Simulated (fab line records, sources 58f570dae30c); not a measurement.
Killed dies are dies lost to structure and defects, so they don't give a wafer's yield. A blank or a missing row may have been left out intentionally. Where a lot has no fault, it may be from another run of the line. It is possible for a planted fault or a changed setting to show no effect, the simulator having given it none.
fab line records -- flow berkeleyCmos170
record lots=5, wafers=15, lastDay=10
route steps=331 shown V2@298 M3@309
lots that met no fault: from a run of the same line without faults
startH: hours from the record's opening day to when the first of the lot's shown wafers began -- waitH: time in hours since the lot's previous step -- " identical to the entry in the row above -- L1.1+2: one row covering several wafers at once -- - no value, or no start was given -- * or withheld: withheld -- < > ~ a bound
route shown NAME@n: NAME is a module with steps in the file, n the number in the route of the first one -- usual: mean/standard deviation of fault-free wafers -- same: alike in all rows -- chamber/n: place in a boat -- sites: per-site readings -- _std_site: standard deviation of those values -- _edge_site: outer sites' mean less inner sites' -- radiusMm: for every site, how far away it sits from the centre of the wafer -- mask NAME#n: copy n -- behind: the most recent tool/chamber to have shaped the wafer -- hold: why the lot went on hold/how many hours it stayed there/how the hold came to an end -- device: which transistor (n, p or np) failed to switch -- end of line: the tests these same wafers got at the end of their route -- a step without rows: its recipe alone -- killed: count of dies lost to structure and defects at first sort (not the wafer's yield) -- map: a wafer's dies, x killed, . not, _ none there
set.NAME: the setting the step ran with; set.NAME@STEP: the setting that earlier step ran with -- model.NAME: the simulator's own value behind a step, which no gauge read
lots at selected steps of the route; one table per step, one row per wafer
services: a tool's chamber out of use, with start hour (startH, from the record's first day; less than 0 if before it), hours out, and reason
## steps
# step UCB170_V2_HMDS_06
# recipe primeTimeS=60, primeTempC=100
# step UCB170_V2_COAT_07
# recipe resist=KrF, spinRpm=1500, resistThkNm=908.9
# step UCB170_V2_SOFTBAKE_08
# recipe resist=KrF, tempC=130, timeS=60
# step UCB170_V2_EXPOSE_09
# recipe maskId=VIA2, targetCdNm=700, na=0.5, sigmaOuter=0.6, sourceShape=conventional, doseMj=37
# step UCB170_V2_PEB_10
# recipe pebTempC=130, pebTimeS=withheld, resist=KrF
# step UCB170_V2_DEVELOP_11
# recipe developer=TMAH, developTimeS=45, resist=KrF, devTempC=21
# step UCB170_V2_CD_MEAS_12
# recipe targetCdNm=700
# usual cdNm=700.0/1.4
lot.wafer,tool,chamber,startH,waitH,cdNm
L409.3,cdSem-01,-,159.61,-,699.4
L409.5,cdSem-01,-,159.61,-,699.9
L409.6,cdSem-01,-,159.61,-,699.8
L411.1,cdSem-01,-,176.26,-,700.7
L411.3,cdSem-01,-,176.26,-,698.0
L411.4,cdSem-01,-,176.26,-,700.6
L413.1,cdSem-01,-,184.19,-,703.1
L413.2,cdSem-01,-,184.19,-,702.4
L413.5,cdSem-01,-,184.19,-,702.1
L415.1,cdSem-01,-,196.71,-,698.4
L415.4,cdSem-01,-,196.71,-,699.2
L415.5,cdSem-01,-,196.71,-,698.8
L422.2,cdSem-02,-,247.66,-,698.0
L422.3,cdSem-02,-,247.66,-,699.4
L422.5,cdSem-02,-,247.66,-,698.2
# step UCB170_V2_OVL_MEAS_13
# usual V2_OVL=1/5.9
lot.wafer,tool,chamber,startH,waitH,V2_OVL[nm]
L409.3,overlay-01,-,159.70,0.1,-11
L409.5,overlay-01,-,159.70,0.1,-3
L409.6,overlay-01,-,159.70,0.1,2
L411.1,overlay-01,-,176.38,0.1,10
L411.3,overlay-01,-,176.38,0.1,5
L411.4,overlay-01,-,176.38,0.1,3
L413.1,overlay-02,-,184.31,0.1,0
L413.2,overlay-02,-,184.31,0.1,-5
L413.5,overlay-02,-,184.31,0.1,-4
L415.1,overlay-01,-,196.83,0.1,-2
L415.4,overlay-01,-,196.83,0.1,-7
L415.5,overlay-01,-,196.83,0.1,-5
L422.2,overlay-01,-,247.77,0.1,8
L422.3,overlay-01,-,247.77,0.1,4
L422.5,overlay-01,-,247.77,0.1,-2
# step UCB170_V2_ETCH_14
# recipe chemistry=CHF3/CF4/Ar, target=SiO2, stopOn=Al, CHF3_flow_sccm=45, cf4FlowSccm=15, Ar_flow_sccm=150, pressureMtorr=200, rfW=700, targetDepthA=12500, overEtchFrac=0.25, timeS=291
# usual cf4FlowSccm=14.99/0.045, drypumpMotorCurrentA=5.8/0.44, oesProductAu=0.870/0.01, throttleValvePct=6.95/0.098
lot.wafer,tool,chamber,startH,waitH,cf4FlowSccm,drypumpMotorCurrentA,oesProductAu,rfHoursCounterH,throttleValvePct
L409.3,rieDiel-01,3,159.72,0.0,14.99,6.0,0.874,11,7.02
L409.5,rieDiel-01,0,159.72,0.0,15.07,4.9,0.873,-,6.83
L409.6,rieDiel-01,3,159.72,0.0,15.08,6.0,0.864,-,7.00
L411.1,rieDiel-04,0,176.41,0.0,15.00,5.5,0.852,29,6.92
L411.3,rieDiel-04,3,176.41,0.0,14.94,6.5,0.862,112,6.91
L411.4,rieDiel-04,2,176.41,0.0,15.08,6.1,0.883,142,6.75
L413.1,rieDiel-01,3,184.34,0.0,14.88,6.0,0.867,13,7.00
L413.2,rieDiel-01,2,184.34,0.0,15.07,5.6,0.872,40,7.17
L413.5,rieDiel-01,1,184.34,0.0,15.00,5.7,0.863,-,6.81
L415.1,rieDiel-04,2,196.86,0.0,14.91,6.2,0.875,143,6.73
L415.4,rieDiel-04,0,196.86,0.0,15.02,5.5,0.844,31,6.93
L415.5,rieDiel-04,3,196.86,0.0,14.96,6.4,0.871,-,6.91
L422.2,rieDiel-02,0,247.80,0.0,15.07,5.6,0.870,24,7.08
L422.3,rieDiel-02,1,247.80,0.0,14.96,5.0,0.876,1,7.02
L422.5,rieDiel-02,3,247.80,0.0,15.05,5.8,0.878,-,7.02
# step UCB170_V2_STRIP_15
# recipe chemistry=O2, powerW=400, pressureMtorr=3500, platenTempC=withheld, o2FlowSccm=400, overashFraction=0.5
# usual drypumpMotorCurrentA=5.65/0.29, o2FlowSccm=400.0/1.2, oesProductAu=0.721/0.0044, stripTimeToEndpointS=15.59/0.16
lot.wafer,tool,chamber,startH,waitH,drypumpMotorCurrentA,o2FlowSccm,oesProductAu,rfHoursCounterH,stripTimeToEndpointS
L409.3,plasmaAsher-04,0,159.94,0.1,5.46,401.6,0.719,-,15.74
L409.5,plasmaAsher-04,0,159.94,0.1,5.47,400.3,0.713,-,15.37
L409.6,plasmaAsher-04,1,159.94,0.1,5.39,401.1,0.726,-,15.80
L411.1,plasmaAsher-03,1,176.59,0.1,5.18,400.7,0.723,41,15.34
L411.3,plasmaAsher-03,1,176.59,0.1,5.21,401.8,0.726,-,15.62
L411.4,plasmaAsher-03,0,176.59,0.1,5.83,400.3,0.727,-,15.51
L413.1,plasmaAsher-04,0,184.52,0.1,5.42,402.1,0.726,7,15.75
L413.2,plasmaAsher-04,1,184.52,0.1,5.36,398.3,0.719,7,15.58
L413.5,plasmaAsher-04,0,184.52,0.1,5.43,401.8,0.724,-,15.28
L415.1,plasmaAsher-03,0,197.04,0.1,5.87,399.5,0.713,44,15.68
L415.4,plasmaAsher-03,0,197.04,0.1,5.87,401.1,0.723,-,15.50
L415.5,plasmaAsher-03,0,197.04,0.1,5.87,399.3,0.722,-,15.58
L422.2,plasmaAsher-02,0,247.98,0.1,5.86,400.9,0.734,56,15.62
L422.3,plasmaAsher-02,1,247.98,0.1,6.03,401.3,0.721,-,15.63
L422.5,plasmaAsher-02,1,247.98,0.1,6.02,400.2,0.719,-,15.70
# step UCB170_V2_CD_MEAS_90
# recipe targetCdNm=700
# usual cdNm=700.3/1.4
lot.wafer,tool,chamber,startH,waitH,cdNm
L409.3,cdSem-01,-,160.04,0.1,698.8
L409.5,cdSem-01,-,160.04,0.1,701.9
L409.6,cdSem-01,-,160.04,0.1,699.8
L411.1,cdSem-01,-,176.74,0.1,701.8
L411.3,cdSem-01,-,176.74,0.1,697.4
L411.4,cdSem-01,-,176.74,0.1,700.1
L413.1,cdSem-01,-,184.67,0.1,703.6
L413.2,cdSem-01,-,184.67,0.1,701.8
L413.5,cdSem-01,-,184.67,0.1,702.5
L415.1,cdSem-01,-,197.14,0.1,699.9
L415.4,cdSem-01,-,197.14,0.1,700.7
L415.5,cdSem-01,-,197.14,0.1,698.8
L422.2,cdSem-01,-,248.10,0.1,698.4
L422.3,cdSem-01,-,248.10,0.1,699.5
L422.5,cdSem-01,-,248.10,0.1,698.6
# step UCB170_M3_PRE_CLEAN_00
# recipe gas=Ar, precleanEtchTimeS=60
# step UCB170_M3_SPUTTER_01
# recipe material=Al, targetThkNm=900, timeS=120, powerW=6000, chamberPressurePa=0.5
# usual throttleValvePct=29.7/1.1
lot.wafer,tool,chamber,startH,waitH,throttleValvePct,model.Al_of_M3_SPUTTER_01.thkNm
L409.3,pvdSputter-02,-,160.19,0.0,32.0,895
L409.5,pvdSputter-02,-,160.19,0.0,29.4,893.3
L409.6,pvdSputter-02,-,160.19,0.0,28.6,897.1
L411.1,pvdSputter-03,-,176.92,0.0,28.1,889.6
L411.3,pvdSputter-03,-,176.92,0.0,29.9,894.6
L411.4,pvdSputter-03,-,176.92,0.0,29.2,903
L413.1,pvdSputter-01,-,184.85,0.0,29.9,900.2
L413.2,pvdSputter-01,-,184.85,0.0,30.9,892.6
L413.5,pvdSputter-01,-,184.85,0.0,30.6,885.3
L415.1,pvdSputter-02,-,197.33,0.0,28.3,903.3
L415.4,pvdSputter-02,-,197.33,0.0,29.1,1361
L415.5,pvdSputter-02,-,197.33,0.0,31.9,895.9
L422.2,pvdSputter-01,-,248.26,0.0,30.7,894.6
L422.3,pvdSputter-01,-,248.26,0.0,30.6,899.9
L422.5,pvdSputter-01,-,248.26,0.0,30.1,902.3
# step UCB170_M3_RS_MEAS_02
# recipe thkMeasGauge=four-point-probe, reads=Al_of_M3_SPUTTER_01
# usual M3_AL_RS=0.0321/0.00036
lot.wafer,tool,chamber,startH,waitH,M3_AL_RS[ohm/sq]
L409.3,filmMetro-03,-,160.31,0.1,0.0324
L409.5,filmMetro-03,-,160.31,0.1,0.0324
L409.6,filmMetro-03,-,160.31,0.1,0.0323
L411.1,filmMetro-02,-,177.01,0.0,0.0325
L411.3,filmMetro-02,-,177.01,0.0,0.0323
L411.4,filmMetro-02,-,177.01,0.0,0.0319
L413.1,filmMetro-03,-,184.94,0.0,0.0322
L413.2,filmMetro-03,-,184.94,0.0,0.0324
L413.5,filmMetro-03,-,184.94,0.0,0.0327
L415.1,filmMetro-01,-,197.41,0.0,0.0319
L415.4,filmMetro-01,-,197.41,0.0,0.0211
L415.5,filmMetro-01,-,197.41,0.0,0.0322
L422.2,filmMetro-03,-,248.37,0.1,0.0324
L422.3,filmMetro-03,-,248.37,0.1,0.0321
L422.5,filmMetro-03,-,248.37,0.1,0.0321
# step UCB170_M3_THK_MEAS_03
# recipe thkMeasGauge=xrf, reads=Al_of_M3_SPUTTER_01
# usual M3_AL_THK=895/10
lot.wafer,tool,chamber,startH,waitH,M3_AL_THK[nm]
L409.3,filmMetro-03,-,160.41,0.1,887
L409.5,filmMetro-03,-,160.41,0.1,882
L409.6,filmMetro-03,-,160.41,0.1,887
L411.1,filmMetro-02,-,177.13,0.1,886
L411.3,filmMetro-02,-,177.13,0.1,891
L411.4,filmMetro-02,-,177.13,0.1,899
L413.1,filmMetro-03,-,185.06,0.1,891
L413.2,filmMetro-03,-,185.06,0.1,880
L413.5,filmMetro-03,-,185.06,0.1,873
L415.1,filmMetro-01,-,197.53,0.1,893
L415.4,filmMetro-01,-,197.53,0.1,1343
L415.5,filmMetro-01,-,197.53,0.1,888
L422.2,filmMetro-03,-,248.48,0.1,886
L422.3,filmMetro-03,-,248.48,0.1,892
L422.5,filmMetro-03,-,248.48,0.1,896
# step UCB170_M3_HMDS_04
# recipe primeTimeS=60, primeTempC=100
# step UCB170_M3_COAT_05
# recipe resist=KrF, spinRpm=1500, resistThkNm=900
# step UCB170_M3_SOFTBAKE_06
# recipe resist=KrF, tempC=130, timeS=60
# step UCB170_M3_STRIP_07
# recipe chemistry=O2, powerW=400, pressureMtorr=3500, platenTempC=withheld, o2FlowSccm=400, overashFraction=0.5
# usual drypumpMotorCurrentA=5.7/0.37, o2FlowSccm=399.8/1.1, oesProductAu=0.735/0.0042, stripTimeToEndpointS=21.98/0.058
lot.wafer,tool,chamber,startH,waitH,drypumpMotorCurrentA,o2FlowSccm,oesProductAu,rfHoursCounterH,stripTimeToEndpointS
L409.3,plasmaAsher-02,0,161.29,0.1,5.9,398.2,0.737,-,21.95
L409.5,plasmaAsher-02,0,161.29,0.1,5.9,399.7,0.732,-,21.93
L409.6,plasmaAsher-02,1,161.29,0.1,6.0,397.9,0.738,-,21.96
L411.1,plasmaAsher-02,0,177.68,0.1,5.9,400.8,0.741,48,21.94
L411.3,plasmaAsher-02,1,177.68,0.1,6.0,401.0,0.729,-,21.95
L411.4,plasmaAsher-02,0,177.68,0.1,5.9,398.3,0.729,-,21.95
L413.1,plasmaAsher-03,0,185.67,0.1,5.8,400.0,0.737,43,21.97
L413.2,plasmaAsher-03,1,185.67,0.1,5.2,400.6,0.742,43,22.02
L413.5,plasmaAsher-03,1,185.67,0.1,5.2,402.3,0.731,-,21.99
L415.1,plasmaAsher-02,0,198.25,0.1,5.9,399.5,0.731,50,21.95
L415.4,plasmaAsher-02,0,198.25,0.1,5.9,400.2,0.737,-,21.91
L415.5,plasmaAsher-02,0,198.25,0.1,5.9,398.4,0.733,-,21.94
L422.2,plasmaAsher-02,0,249.60,0.1,5.9,400.3,0.735,56,21.95
L422.3,plasmaAsher-02,1,249.60,0.1,6.0,400.0,0.733,-,21.98
L422.5,plasmaAsher-02,0,249.60,0.1,5.9,402.5,0.734,-,21.99
# step UCB170_M3_STRIP_08
# recipe chemistry=DMSO, tempC=80, timeS=600, material=KrF
# step UCB170_M3_COAT_09
# recipe resist=BARC, tempC=withheld, timeS=withheld, spinRpm=3000, resistThkNm=withheld
# step UCB170_M3_COAT_10
# recipe resist=KrF, spinRpm=1500, resistThkNm=900
# step UCB170_M3_SOFTBAKE_11
# recipe resist=KrF, tempC=130, timeS=60
# step UCB170_M3_EXPOSE_12
# recipe maskId=METAL3, targetCdNm=700, na=0.5, sigmaOuter=0.6, sourceShape=conventional, doseMj=26
# step UCB170_M3_PEB_13
# recipe pebTempC=130, pebTimeS=withheld, resist=KrF
# step UCB170_M3_DEVELOP_14
# recipe developer=TMAH, developTimeS=42.92, resist=KrF, devTempC=21
# step UCB170_M3_CD_MEAS_15
# recipe targetCdNm=700
# usual cdNm=699.6/1.5
lot.wafer,tool,chamber,startH,waitH,cdNm
L409.3,cdSem-01,-,162.85,-,699.3
L409.5,cdSem-01,-,162.85,-,697.9
L409.6,cdSem-01,-,162.85,-,697.5
L411.1,cdSem-01,-,179.09,-,699.9
L411.3,cdSem-01,-,179.09,-,699.4
L411.4,cdSem-01,-,179.09,-,700.6
L413.1,cdSem-02,-,187.09,-,699.1
L413.2,cdSem-02,-,187.09,-,700.3
L413.5,cdSem-02,-,187.09,-,701.8
L415.1,cdSem-01,-,199.70,-,699.0
L415.4,cdSem-01,-,199.70,-,700.4
L415.5,cdSem-01,-,199.70,-,699.3
L422.2,cdSem-02,-,251.09,-,696.6
L422.3,cdSem-02,-,251.09,-,698.9
L422.5,cdSem-02,-,251.09,-,698.6
# step UCB170_M3_OVL_MEAS_16
# usual M3_OVL=-1/6.1
lot.wafer,tool,chamber,startH,waitH,M3_OVL[nm]
L409.3,overlay-01,-,162.95,0.1,0
L409.5,overlay-01,-,162.95,0.1,-1
L409.6,overlay-01,-,162.95,0.1,-6
L411.1,overlay-01,-,179.21,0.1,-3
L411.3,overlay-01,-,179.21,0.1,-4
L411.4,overlay-01,-,179.21,0.1,-1
L413.1,overlay-01,-,187.21,0.1,-6
L413.2,overlay-01,-,187.21,0.1,-6
L413.5,overlay-01,-,187.21,0.1,6
L415.1,overlay-01,-,199.82,0.1,-11
L415.4,overlay-01,-,199.82,0.1,-7
L415.5,overlay-01,-,199.82,0.1,-8
L422.2,overlay-02,-,251.20,0.1,-11
L422.3,overlay-02,-,251.20,0.1,1
L422.5,overlay-02,-,251.20,0.1,1
# step UCB170_M3_ETCH_17
# recipe chemistry=N2/H2, targetDepthA=withheld, overetchA=withheld, target=BARC, timeS=withheld, sourceW=500, biasW=100, pressureMtorr=30.71, n2FlowSccm=100, h2FlowSccm=200
# usual drypumpMotorCurrentA=5.7/0.32, n2FlowSccm=100.0/0.32, oesProductAu=0.998/0.018, throttleValvePct=13.13/0.19
lot.wafer,tool,chamber,startH,waitH,drypumpMotorCurrentA,n2FlowSccm,oesProductAu,throttleValvePct
L409.3,rieDiel-01,1,162.97,0.0,5.7,100.1,1.010,12.98
L409.5,rieDiel-01,2,162.97,0.0,5.6,99.9,0.986,13.51
L409.6,rieDiel-01,1,162.97,0.0,5.7,100.0,1.012,12.99
L411.1,rieDiel-01,0,179.25,0.0,4.9,99.8,1.021,13.00
L411.3,rieDiel-01,3,179.25,0.0,6.0,99.7,0.963,13.19
L411.4,rieDiel-01,2,179.25,0.0,5.6,100.0,0.999,13.50
L413.1,rieDiel-01,2,187.24,0.0,5.6,99.9,0.989,13.50
L413.2,rieDiel-01,0,187.24,0.0,4.9,99.8,1.016,13.00
L413.5,rieDiel-01,1,187.24,0.0,5.7,99.8,1.004,12.98
L415.1,rieDiel-02,1,199.85,0.0,5.0,100.4,1.011,13.13
L415.4,rieDiel-02,1,199.85,0.0,5.0,100.2,1.005,13.15
L415.5,rieDiel-02,0,199.85,0.0,5.6,99.8,0.997,13.32
L422.2,rieDiel-01,2,251.23,0.0,5.6,100.2,0.996,13.50
L422.3,rieDiel-01,3,251.23,0.0,6.0,99.9,0.959,13.16
L422.5,rieDiel-01,3,251.23,0.0,6.0,100.1,0.976,13.19
# step UCB170_M3_METAL_ETCH_18
# recipe chemistry=Cl2/BCl3, target=Al, stopOn=SiO2, pressureMtorr=12, targetDepthA=11700, overEtchFrac=0.3, timeS=195, icpW=600, biasW=120, Cl2_flow_sccm=90, bcl3FlowSccm=45
# usual drypumpMotorCurrentA=5.9/0.34, heBacksideLeakSccm=3.30/0.15, oesProductAu=0.851/0.012, throttleValvePct=24.53/0.14
lot.wafer,tool,chamber,startH,waitH,drypumpMotorCurrentA,heBacksideLeakSccm,oesProductAu,rfHoursCounterH,throttleValvePct
L409.3,rieMetal-02,0,163.07,-,6.1,3.10,0.865,-,24.31
L409.5,rieMetal-02,0,163.07,-,6.1,3.01,0.877,-,24.30
L409.6,rieMetal-02,1,163.07,-,6.4,3.19,0.874,-,24.74
L411.1,rieMetal-04,1,179.29,-,6.1,3.19,0.842,7,24.47
L411.3,rieMetal-04,0,179.29,-,5.2,3.33,0.850,-,24.38
L411.4,rieMetal-04,1,179.29,-,6.1,3.37,0.845,-,24.47
L413.1,rieMetal-02,1,187.29,-,6.4,3.29,0.860,12,24.76
L413.2,rieMetal-02,0,187.29,-,6.1,3.11,0.867,14,24.30
L413.5,rieMetal-02,1,187.29,-,6.4,3.30,0.861,-,24.76
L415.1,rieMetal-02,1,199.90,-,6.4,3.18,0.869,12,24.74
L415.4,rieMetal-02,1,199.90,-,6.4,3.18,1.027,-,24.66
L415.5,rieMetal-02,0,199.90,-,6.0,2.98,0.875,-,24.31
L422.2,rieMetal-04,1,251.27,-,6.1,3.40,0.854,9,24.48
L422.3,rieMetal-04,1,251.27,-,6.1,3.48,0.849,-,24.46
L422.5,rieMetal-04,0,251.27,-,5.2,3.27,0.851,-,24.37
# step UCB170_M3_STRIP_19
# recipe chemistry=O2, powerW=400, pressureMtorr=3500, platenTempC=withheld, o2FlowSccm=400, overashFraction=0.5
# usual drypumpMotorCurrentA=5.6/0.38, o2FlowSccm=400.0/1.3, oesProductAu=0.541/0.017
lot.wafer,tool,chamber,startH,waitH,drypumpMotorCurrentA,o2FlowSccm,oesProductAu,rfHoursCounterH
L409.3,plasmaAsher-02,0,163.23,0.1,5.9,399.9,0.536,-
L409.5,plasmaAsher-02,1,163.23,0.1,6.0,397.8,0.527,-
L409.6,plasmaAsher-02,0,163.23,0.1,5.9,400.4,0.524,-
L411.1,plasmaAsher-02,0,179.48,0.1,5.9,400.0,0.572,48
L411.3,plasmaAsher-02,1,179.48,0.1,6.0,401.5,0.545,-
L411.4,plasmaAsher-02,0,179.48,0.1,5.9,402.9,0.571,-
L413.1,plasmaAsher-03,1,187.47,0.1,5.1,400.6,0.510,43
L413.2,plasmaAsher-03,0,187.47,0.1,5.9,399.2,0.544,43
L413.5,plasmaAsher-03,1,187.47,0.1,5.1,400.6,0.509,-
L415.1,plasmaAsher-03,0,200.08,0.1,5.8,401.3,0.513,44
L415.4,plasmaAsher-03,0,200.08,0.1,5.9,401.5,0.518,-
L415.5,plasmaAsher-03,0,200.08,0.1,5.8,402.1,0.537,-
L422.2,plasmaAsher-01,1,251.46,0.1,5.8,400.5,0.563,55
L422.3,plasmaAsher-01,1,251.46,0.1,5.8,400.6,0.566,-
L422.5,plasmaAsher-01,0,251.46,0.1,5.0,400.4,0.539,-
# step UCB170_M3_PROBE_99
lot.wafer,tool,chamber,startH,waitH,model.etest.antennaM3.short,model.etest.antennaM2.short,model.etest.antennaM3.overLimit,model.etest.antennaM2.overLimit
L409.3+5+6,prober-02,-,163.72,0.2,0,0,0,0
L411.1+3+4,prober-01,-,179.82,0.1,0,0,0,0
L413.1+2+5,prober-02,-,187.81,0.1,0,0,0,0
L415.1+5,prober-02,-,200.42,0.1,0,0,0,0
L415.4,prober-02,-,200.57,0.2,1,1,1,1
L422.2+3+5,prober-01,-,251.85,0.1,0,0,0,0
# killed by level:class
L409.3 FIELD:geometricParticle:open=1 SCREENOX:geometricParticle:open=1 GATE:geometricParticle:short=1 M1:geometricParticle:short=1
L409.5 SILICIDE:geometricParticle:short=2 GATE:geometricParticle:short=1 M3:geometricParticle:short=1
L409.6 M1:geometricParticle:short=1
L411.1 GATE:geometricParticle:open=1 SPACER:geometricParticle:open=1 CONTACT:geometricParticle:short=1 M3:geometricParticle:short=1
L411.3 PWELL:areaEtch=2 GATE:geometricParticle:open=1 SILICIDE:geometricParticle:short=1 M2:geometricParticle:short=1 V2:geometricParticle:short=1
L411.4 GATE:geometricParticle:open=2
L413.1 M2:geometricParticle:short=2 ACTIVE:geometricParticle:short=1
L413.2 M3:geometricParticle:short=2 GATE:geometricParticle:open=1 ACTIVE:areaEtch=1
L422.2 GATE:geometricParticle:short=1 SPACER:geometricParticle:short=1
L422.3 GATE:geometricParticle:open=1
L422.5 SILICIDE:geometricParticle:short=1 SILICIDE:geometricParticle:open=1 M1:geometricParticle:short=1
## services
tool,chamber,startH,hours,kind
rieDiel-04,1,136.18,-,clean
rieDiel-04,1,136.18,15.6,scheduledDown
rieDiel-04,1,136.18,15.6,ventCycle
rieMetal-04,-,146.66,1.4,pm
pvdSputter-03,-,152.73,2.7,repair
pvdSputter-03,-,158.38,3.0,repair
plasmaAsher-03,-,159.38,0.9,repair
rieMetal-04,0,160.79,9.0,repair
rieDiel-02,2,176.82,-,clean
rieDiel-02,2,176.82,27.2,scheduledDown
rieDiel-02,2,176.82,27.2,ventCycle
rieMetal-04,-,201.76,2.8,pm
pvdSputter-02,-,202.42,2.7,repair
rieDiel-02,1,205.29,5.3,repair
rieDiel-04,2,206.40,-,clean
rieDiel-04,2,206.40,18.1,scheduledDown
rieDiel-04,2,206.40,18.1,ventCycle
pvdSputter-01,-,219.76,1.4,repair
rieMetal-02,1,219.83,4.5,repair
rieDiel-01,0,244.60,-,clean
rieDiel-01,0,244.60,27.4,scheduledDown
rieDiel-01,0,244.60,27.4,ventCycle
rieDiel-04,2,245.35,12.3,repair
rieDiel-04,1,250.99,5.5,repair
## key
firstSign step=UCB170_M3_RS_MEAS_02, reading=M3_AL_RS, direction=down, sigmas=31, usual=0.0321, struck=0.0211
effect step=UCB170_M3_THK_MEAS_03, reading=M3_AL_THK, direction=up, sigmas=43, usual=895, struck=1343
effect step=UCB170_M3_METAL_ETCH_18, reading=oesProductAu, direction=up, sigmas=14, usual=0.851, struck=1.027
modelEffect step=UCB170_M3_SPUTTER_01, value=Al_of_M3_SPUTTER_01.thkNm, without=905, struck=1361
modelEffect step=UCB170_M3_PROBE_99, value=etest.antennaM3.short, without=0, struck=1
metAt UCB170_M3_SPUTTER_01
struckWafers L415.4
laterRowsLeftOut L415.4
sortLeftOut L415.4
onsetBetween 160.19 197.33
fault kind=processParameterDrift, tool=pvdSputter-02, chamber=-, onsetH=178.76, steps=UCB170_M3_SPUTTER_01, channel=targetThkNm, offset=456.24, shape=step, endH=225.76, actsIn=theseRecipesOnly, stated=900, scope=struckWafersOnly
# sortLeftOut: the simulated sort isn't trusted on such a fault, so these wafers' sort isn't shown, and their yield isn't known
# laterRowsLeftOut: the simulator's readings of these wafers behind a module that went badly wrong aren't trusted and aren't shown, but for the sort
